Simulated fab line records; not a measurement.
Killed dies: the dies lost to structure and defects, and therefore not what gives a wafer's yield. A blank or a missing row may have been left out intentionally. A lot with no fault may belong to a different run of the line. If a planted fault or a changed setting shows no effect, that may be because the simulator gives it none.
2 desks looking at one fault    flow berkeleyCmos170    every desk sees just its own numbers, and what lay behind them comes last

== THE METROLOGY DESK ==
What the gauges read, lot by lot, whatever tool the lot ran on: means of the sampled wafers that have a number. If a lot's mean is further than 4 standard deviations from the usual mean, the lot is out of limits and carries the mark OUT (the distance appears in the brackets).
Columns: A = cdNm at UCB170_M3_CD_MEAS_15, usual 700.3 nm; B = M3_OVL at UCB170_M3_OVL_MEAS_16, usual 0 nm
lot   first seen here  A      B
L123  day 8 02:05      701.0  -1
L124  day 8 03:20      700.5  10
L125  day 8 13:21      701.2  -1
L127  day 8 23:16      701.4  2
L129  day 9 01:16      699.2  0
L132  day 9 22:56      698.8  -0
L133  day 9 23:45      697.9  -2
L134  day 10 04:28     699.0  -2
L135  day 10 04:49     699.0  -2
L139  day 10 22:26     697.8  -2
L141  day 11 11:43     702.0  2
L140  day 11 12:24     698.2  1
L143  day 12 03:54     699.9  -2
L142  day 12 05:01     698.3  -4
Finding of this desk: none of the 14 lots has anything out of limits.

== THE TOOL OWNER'S DESK: plasmaAsher-02 ==
The tool's own readings at UCB170_GATE_STRIP_16 (strips in O2): means of the sampled wafers that have a number, for each lot that ran on this tool. If a lot's mean is further than 4 standard deviations from the usual mean, the lot is out of limits and carries the mark OUT (the distance appears in the brackets).
Columns: A = drypumpMotorCurrentA at UCB170_GATE_STRIP_16, usual 5.8 A; B = oesProductAu at UCB170_GATE_STRIP_16, usual 0.724 a.u.
lot   first seen here  A    B
L124  day 6 12:03      5.4  0.725
L127  day 7 03:26      5.7  0.727
L129  day 7 09:04      5.4  0.726
L132  day 8 07:26      5.5  0.727
L134  day 8 13:53      5.4  0.718
Finding of this desk: none of the 5 lots has anything out of limits.

== BROUGHT TOGETHER ==
At the metrology desk, nothing out of limits was observed.
The desk of the tool owner found nothing out of limits.

== WHAT THE SIMULATOR HAD INSERTED ==
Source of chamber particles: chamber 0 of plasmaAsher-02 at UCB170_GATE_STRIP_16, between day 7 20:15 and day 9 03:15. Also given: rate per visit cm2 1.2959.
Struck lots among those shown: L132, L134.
